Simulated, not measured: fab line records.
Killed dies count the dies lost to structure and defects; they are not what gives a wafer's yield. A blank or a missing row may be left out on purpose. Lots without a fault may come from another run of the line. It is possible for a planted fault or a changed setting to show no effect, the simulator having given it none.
Comparing a struck lot with a sound one	flow berkeley cmos170	15 out of 331 route steps
Sound: these wafers, L407.3, L407.5, L407.6. The struck wafers were L406.1, L406.3, L406.5. Last of all comes the cause.
At each step with rows: each side's tool, then ch and its chambers, then its first start. Under that, the readings that differ: sound wafers	struck wafers	difference of the means	sigmas: that difference in standard deviations of wafers without a fault.
alike: a reading whose means differ by less than 2 such deviations, as well as words and numbers matching on both sides. not compared: withheld readings; readings where some wafer has no value; bounds like >300 that might hide an equal value; numbers whose values overlap and for which the record gives no deviation.
The two part at a step that has a row with sigmas, a row that says differs or no value, or rows on one side only. Numbers that don't overlap but have no deviation are shown without sigmas and don't part them. A reading missing from all wafers of one side parts the sides only when that side holds two or more wafers.

first, 5 steps without rows for these wafers: UCB170_M1_COAT_04 (resist thk 900 nm); UCB170_M1_SOFTBAKE_05 (time 60 s); UCB170_M1_EXPOSE_06 (exposes mask METAL1, target cd 700 nm); UCB170_M1_PEB_07; UCB170_M1_DEVELOP_08 (develop time 45 s).
UCB170_M1_CD_MEAS_09 targets a cd of 700 nm.
  struck on cd sem-01, day 11 23:56; sound on cd sem-01, day 12 00:16
  alike: cd nm
UCB170_M1_OVL_MEAS_10:
  struck on overlay-01, day 12 00:03; sound on overlay-02, day 12 00:21
  alike: M1_OVL
UCB170_M1_ETCH_11: etches BARC in N2/H2.
  sound on rie diel-01 ch 2,3, day 12 00:22; struck on rie diel-04 ch 0,2,3, day 12 00:05
  alike: drypump motor current A, oes product au, throttle valve pct
UCB170_M1_METAL_ETCH_12: etches Al in Cl2/BCl3, stops on PSG, target depth 780 nm, time 130 s.
  sound on rie metal-01 ch 0,1, day 12 00:28; struck on rie metal-04 ch 0,1, day 12 00:08
reading	sound	struck	difference	sigmas
oes product au (a.u.)	0.883 0.878 0.883	0.840 0.845 0.843	-0.039	-3
  alike: drypump motor current A, throttle valve pct
  not compared: rf hours counter h
UCB170_M1_STRIP_13: strips in O2.
  sound on plasma asher-01 ch 0,1, day 12 00:35; struck on plasma asher-04 ch 0,1, day 12 00:16
  alike: drypump motor current A, oes product au
  not compared: rf hours counter h
UCB170_M1_CD_MEAS_90 targets a cd of 700 nm.
  struck on cd sem-01, day 12 00:22; sound on cd sem-02, day 12 00:41
reading	sound	struck	difference	sigmas
cd nm (nm)	698.0 694.5 699.9	704.5 704.6 705.6	+7.4	+3
then, 1 step without rows for these wafers: UCB170_M1_ANNEAL_14 (time 1200 s).
UCB170_V1_CVD_00: deposits SiO2 from TEOS/O2, target thk 2000 nm, time 250 s.
  sound on pecvd-03 ch 0,1,2, day 12 03:09; struck on pecvd-01 ch 0,2, day 12 01:49
reading	sound	struck	difference	sigmas
run length s (s)	277.7 277.2 277.8	386.0 386.5 386.6	+108.8	+99 or more
model.SiO2_of_V1_CVD_00.thk nm (nm)	1999 2035 2010	2858 2887 2917	+873	
  alike: heater power w
UCB170_V1_THK_MEAS_01:
  struck on film metro-01, day 12 01:58; sound on film metro-03, day 12 03:19
reading	sound	struck	difference	sigmas
V1_TEOS_THK (nm)	2001 2032 2009	2857 2887 2914	+872	+32
UCB170_V1_CMP_02: polishes SiO2.
  sound on cmp-02 ch 1,2, day 12 03:25; struck on cmp-01 ch 0,3, day 12 02:02
  alike: motor current A, platen rpm, slurry flow ml min

WHERE THEY PART
At UCB170_M1_METAL_ETCH_12 first; at UCB170_V1_THK_MEAS_01 last (within this record only). Later steps at which nothing parts them and some readings are alike: UCB170_V1_CMP_02.

WHY: whatever the simulator had introduced
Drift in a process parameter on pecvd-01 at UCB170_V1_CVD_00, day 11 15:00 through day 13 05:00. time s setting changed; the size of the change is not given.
